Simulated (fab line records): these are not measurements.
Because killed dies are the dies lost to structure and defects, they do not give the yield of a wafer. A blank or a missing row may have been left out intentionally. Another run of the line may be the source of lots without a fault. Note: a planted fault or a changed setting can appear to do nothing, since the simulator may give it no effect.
Matching of chambers | flow berkeley_cmos170 | UCB170_CONTACT_ETCH_17 on rie_diel-01: 4 sister chambers
The step etches BARC in N2/H2. 7 wafers are shown with their chamber, then 8 later ones without.

WAFERS, EACH WITH ITS CHAMBER
wafer  | chamber | drypump_motor_current_A (A) | throttle_valve_pct (%)
L959.6 | 1       | 5.7                         | 13.62
L967.6 | 2       | 5.2                         | 13.39
L974.2 | 0       | 4.9                         | 13.19
L974.5 | 2       | 5.2                         | 13.38
L978.1 | 0       | 4.9                         | 13.18
L978.6 | 3       | 6.7                         | 13.40
L979.1 | 3       | 6.6                         | 13.38

WAFERS WITH NO CHAMBER GIVEN
wafer  | drypump_motor_current_A (A) | throttle_valve_pct (%)
L979.3 | 4.9                         | 13.17
L979.5 | 5.2                         | 13.45
L982.1 | 5.1                         | 13.42
L982.3 | 4.9                         | 13.17
L982.5 | 4.9                         | 13.17
L981.2 | 4.8                         | 13.18
L981.4 | 5.2                         | 13.45
L981.5 | 6.6                         | 13.39

EACH ONE'S CHAMBER
wafer  | from the rows above | in truth
L979.3 | 0                   | 0
L979.5 | 2                   | 2
L982.1 | 2                   | 2
L982.3 | 0                   | 0
L982.5 | 0                   | 0
L981.2 | 0                   | 0
L981.4 | 2                   | 2
L981.5 | 3                   | 3
Placed correctly: 8 of 8. Not placeable from these rows: 0. Wrongly placed: 0.
How it was worked out, from the rows above alone: a wafer's distance from a chamber is the root of the sum, over the readings, of the square of ((its reading less the chamber's mean) divided by the reading's scatter). The wafer belongs to the nearest chamber; if the next one is less than 2 further off, it can't be placed. Each chamber's mean is taken over the wafers shown for it. The scatter: the root of (the sum of the squares of (reading less its chamber's mean) over the shown wafers, divided by (wafers less chambers)).
